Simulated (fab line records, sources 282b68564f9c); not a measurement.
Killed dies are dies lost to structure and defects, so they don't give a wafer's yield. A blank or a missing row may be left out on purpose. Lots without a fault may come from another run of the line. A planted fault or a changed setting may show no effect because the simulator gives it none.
Problem report in the 8D (eight disciplines) form, filled by code | flow rit_cmos | the parts of the form that need people (team, actions taken, sign-off) are left out

1. THE PROBLEM
heater_power_total_W at RIT_PLDD_SOFTBAKE_02 reads a mean of 34.19 W on 6 wafers of 2 lots; wafers without a fault read 34.56 W with a standard deviation of 0.051. That is -7.2 standard deviations from the usual mean.
The step: time 60 s.
First seen on wafer L288.1, day 5 05:16, on litho_track-01. The record holds 42 wafers of 14 lots with a number at this step. Rule for "out", or "out of limits": more than 4 standard deviations from the usual mean. The other wafers with a number count as sound.

2. WHAT IT IS AND WHAT IT IS NOT
question                    | is                                 | is not
which readings at this step | heater_power_total_W, plate_temp_C | -
which lots                  | L288, L292                         | L277, L279, L280, L283, L284, L286, L291, L295, L296, L297, L298, L299
which wafers of those lots  | all that have a number             | -
read on which tools         | litho_track-01                     | litho_track-02, litho_track-03
when                        | from day 5 05:16                   | up to then (18 sound wafers); but 18 sound wafers of L291, L295, L296, L297, L298, L299 came after

3. SUSPECTS, AND WHAT RULES EACH OUT
Counting: a tool at a process step up to the reading stays a suspect if it ran every lot that is out and no sound lot after the first of them.
- litho_track-01 at RIT_PLDD_SOFTBAKE_02 (time 60 s): kept. It ran every lot that is out, first L288 (day 5 05:16), and no sound lot after that; its last sound lot up to then is L286 (day 4 20:39). Its own readings are out on those wafers: heater_power_total_W, plate_temp_C.
Left after counting: litho_track-01 at RIT_PLDD_SOFTBAKE_02.

4. THE CAUSE (what the simulator had put in)
Process parameter drift: litho_track-01, from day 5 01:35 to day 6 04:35, at RIT_PLDD_SOFTBAKE_02. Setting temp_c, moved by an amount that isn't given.
Counting left only this tool.

5. THE CHAIN OF EFFECTS, in route order
Each row: a reading whose mean over the struck wafers that have a number lies more than 3 standard deviations from the usual. Only readings for which the record gives a usual standard deviation are gone through. hours: the time from each lot's start at the first step in this table that gives one to its start at this step, as a median over the lots. sigmas: the change in usual standard deviations.
hours | step                 | reading              | usual   | on struck wafers | change | sigmas
0     | RIT_PLDD_SOFTBAKE_02 | heater_power_total_W | 34.56 W | 34.19            | -0.37  | -7.2
0     | RIT_PLDD_SOFTBAKE_02 | plate_temp_C         | 89.98 C | 89.13            | -0.85  | -6.6
The process steps in it:
- RIT_PLDD_SOFTBAKE_02: time 60 s.

6. WHAT WOULD HAVE CAUGHT IT SOONER
In this record the first reading out of limits was taken at day 5 05:16, 4 hours after the fault began at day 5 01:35.
